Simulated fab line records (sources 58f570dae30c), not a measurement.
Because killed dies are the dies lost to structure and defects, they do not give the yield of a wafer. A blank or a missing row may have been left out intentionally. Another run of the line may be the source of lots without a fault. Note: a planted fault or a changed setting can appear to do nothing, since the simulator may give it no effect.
Which of the tools did it? ; flow berkeleyCmos170 ; 42 wafers from 14 lots sampled at 6 of the route's 331 steps

## WHAT THE GAUGES READ, wafer by wafer
UCB170_GATE_CD_MEAS_12: the cd target is 350 nm.
lot;measured;on;cdNm (nm)
L277;day 7 21:49;cdSem-02;351.1 351.0 350.9
L278;day 7 22:00;cdSem-01;349.7 350.2 350.8
L276;day 7 22:07;cdSem-01;349.4 349.5 349.7
L279;day 7 22:29;cdSem-02;350.7 350.5 350.6
L283;day 9 10:23;cdSem-02;348.9 348.9 348.0
L285;day 9 22:58;cdSem-02;350.9 350.2 350.5
L287;day 9 23:11;cdSem-01;350.2 350.4 350.5
L288;day 9 23:29;cdSem-01;349.6 349.8 351.6
L289;day 10 11:48;cdSem-01;352.6 349.8 350.0
L293;day 11 16:02;cdSem-01;350.7 348.2 348.9
L294;day 12 05:17;cdSem-02;351.4 351.1 350.9
L296;day 12 11:07;cdSem-01;350.4 350.6 350.9
L295;day 12 15:49;cdSem-01;349.7 350.8 349.6
L297;day 12 19:58;cdSem-01;353.3 352.1 352.5

UCB170_GATE_CD_MEAS_90: the cd target is 350 nm.
lot;measured;on;cdNm (nm)
L277;day 7 22:14;cdSem-01;350.9 350.6 350.7
L278;day 7 22:22;cdSem-01;349.4 350.0 351.1
L276;day 7 22:29;cdSem-01;350.1 349.2 349.5
L279;day 7 22:50;cdSem-01;350.7 350.6 351.0
L283;day 9 10:44;cdSem-01;348.7 348.7 348.5
L285;day 9 23:19;cdSem-02;350.2 349.8 350.4
L287;day 9 23:32;cdSem-02;349.8 351.0 351.1
L288;day 9 23:50;cdSem-02;349.2 349.9 351.4
L289;day 10 12:17;cdSem-01;353.1 349.2 349.6
L293;day 11 16:22;cdSem-01;349.3 347.7 347.7
L294;day 12 05:38;cdSem-01;351.0 352.2 350.2
L296;day 12 11:28;cdSem-02;349.7 349.8 350.7
L295;day 12 16:10;cdSem-02;349.0 350.9 348.6
L297;day 12 20:19;cdSem-02;353.3 351.3 352.5

UCB170_PLDD_OVL_MEAS_07.
lot;measured;on;PLDD_OVL (nm)
L277;day 8 00:23;overlay-01;1 -5 3
L278;day 8 00:29;overlay-02;0 0 -3
L276;day 8 00:56;overlay-01;-5 6 2
L279;day 8 01:19;overlay-02;3 5 2
L283;day 9 12:28;overlay-02;-1 -9 -8
L285;day 10 00:33;overlay-02;1 0 7
L287;day 10 00:49;overlay-02;1 -7 7
L288;day 10 01:23;overlay-02;4 -6 -6
L289;day 10 13:58;overlay-02;6 -2 3
L293;day 11 17:48;overlay-02;-12 -1 -4
L294;day 12 07:02;overlay-01;8 8 4
L296;day 12 14:04;overlay-02;-4 -4 -2
L295;day 12 17:31;overlay-02;3 9 1
L297;day 12 22:43;overlay-01;3 12 4

UCB170_PLDD_TW_MEAS_11.
lot;measured;on;PLDD_TW
L277;day 8 00:49;filmMetro-04;1022 1027 1030
L278;day 8 00:55;filmMetro-04;1028 1035 1032
L276;day 8 01:24;filmMetro-04;1037 1023 1031
L279;day 8 01:45;filmMetro-01;1110 1124 1119
L283;day 9 12:55;filmMetro-04;1033 1034 1032
L285;day 10 00:59;filmMetro-04;1154 1151 1149
L287;day 10 01:16;filmMetro-02;1007 1012 1019
L288;day 10 01:50;filmMetro-04;1022 1027 1026
L289;day 10 14:25;filmMetro-04;1020 1022 1028
L293;day 11 18:15;filmMetro-04;1028 1030 1030
L294;day 12 07:29;filmMetro-04;1023 1025 1022
L296;day 12 14:30;filmMetro-02;1009 1005 1006
L295;day 12 17:58;filmMetro-01;998 992 994
L297;day 12 23:08;filmMetro-02;1004 1003 1002

UCB170_SDANNEAL_RS_MEAS_04: uses a four-point probe to measure.
lot;measured;on;PLDD_RS (ohm/sq)
L277;day 8 18:03;filmMetro-04;1034 1032 1034
L278;day 8 18:03;filmMetro-01;1031 1030 1028
L276;day 8 19:02;filmMetro-02;1028 1031 1029
L279;day 8 18:34;filmMetro-01;773 773 771
L283;day 10 04:43;filmMetro-01;1030 1030 1029
L285;day 10 15:46;filmMetro-02;770 771 770
L287;day 10 16:04;filmMetro-04;1037 1036 1033
L288;day 10 16:17;filmMetro-01;1028 1026 1030
L289;day 11 08:10;filmMetro-04;1032 1030 1031
L293;day 12 13:54;filmMetro-04;1033 1034 1032
L294;day 12 23:04;filmMetro-04;1038 1035 1035
L296;day 13 03:43;filmMetro-04;1033 1027 1031
L295;day 13 04:10;filmMetro-02;1028 1026 1032
L297;day 13 14:19;filmMetro-04;1033 1028 1032

## TOOL THAT RAN EACH LOT (tool first, then ch and the chambers of the sampled wafers, then the start)
lot;UCB170_PLDD_IMPLANT_08
L277;implanter-04 ch 0, day 8 00:25
L278;implanter-03 ch 0, day 8 00:31
L276;implanter-04 ch 0, day 8 00:58
L279;implanter-03 ch 0, day 8 01:23
L283;implanter-02 ch 0, day 9 12:32
L285;implanter-03 ch 0, day 10 00:37
L287;implanter-04 ch 0, day 10 00:52
L288;implanter-02 ch 0, day 10 01:28
L289;implanter-04 ch 0, day 10 14:01
L293;implanter-02 ch 0, day 11 17:53
L294;implanter-03 ch 0, day 12 07:05
L296;implanter-02 ch 0, day 12 14:06
L295;implanter-04 ch 0, day 12 17:35
L297;implanter-03 ch 0, day 12 22:44
- UCB170_PLDD_IMPLANT_08

## WHAT THE TOOLS THEMSELVES READ (means of the sampled wafers that have a number; where no wafer has one, the mark that the record gives instead)
UCB170_PLDD_IMPLANT_08.
lot;tool;beamOnS (s);doseIonsCm2;faradayCurrentUA
L277;implanter-04;10.04;5e+13;158
L278;implanter-03;9.79;5e+13;162
L276;implanter-04;9.82;5e+13;162
L279;implanter-03;14.47;1e+14;211
L283;implanter-02;9.89;5e+13;161
L285;implanter-03;14.66;1e+14;208
L287;implanter-04;9.93;5e+13;160
L288;implanter-02;9.93;5e+13;159
L289;implanter-04;9.84;5e+13;161
L293;implanter-02;9.84;5e+13;161
L294;implanter-03;10.16;5e+13;156
L296;implanter-02;9.86;5e+13;161
L295;implanter-04;10.22;5e+13;155
L297;implanter-03;9.75;5e+13;162

## THE ANSWER, worked out from the rows above alone
Rule: what is usual is taken from the lots themselves. The widest of any qualifying gaps counts: lots, ordered by their means at a reading, are off when they make up no more than a third of the lots, leave a main group of 4 or more, and stand apart from it by 3 or more times the standard deviation of that group's means. A main group is skipped when, at the precision printed for the reading in the tables above, its means are all equal. Also off: a lot with no number at a reading for which 4 or more lots have one. Any other lot the step has rows for is counted as sound. The gauges are gone through in route order, then the tools' own readings, and for those a lot's mean is taken as printed above. At the first step where some lot is off, the reading lying furthest off is the one used; lots without a number count as furthest.
Off: L279, L285, at UCB170_PLDD_TW_MEAS_11 (PLDD_TW). The main group has a mean of 1020 with a standard deviation of 12.
A tool fits if, at a process step before that reading, it ran every lot that is off, and no sound lot after the first of them. Not tried: the gauges at UCB170_PLDD_TW_MEAS_11; whatever is off there is also off at UCB170_PLDD_IMPLANT_08, on other tools, and gauge error can't account for it. Not one of the candidates tried fits.

## WHAT THE SIMULATOR HAD INSERTED
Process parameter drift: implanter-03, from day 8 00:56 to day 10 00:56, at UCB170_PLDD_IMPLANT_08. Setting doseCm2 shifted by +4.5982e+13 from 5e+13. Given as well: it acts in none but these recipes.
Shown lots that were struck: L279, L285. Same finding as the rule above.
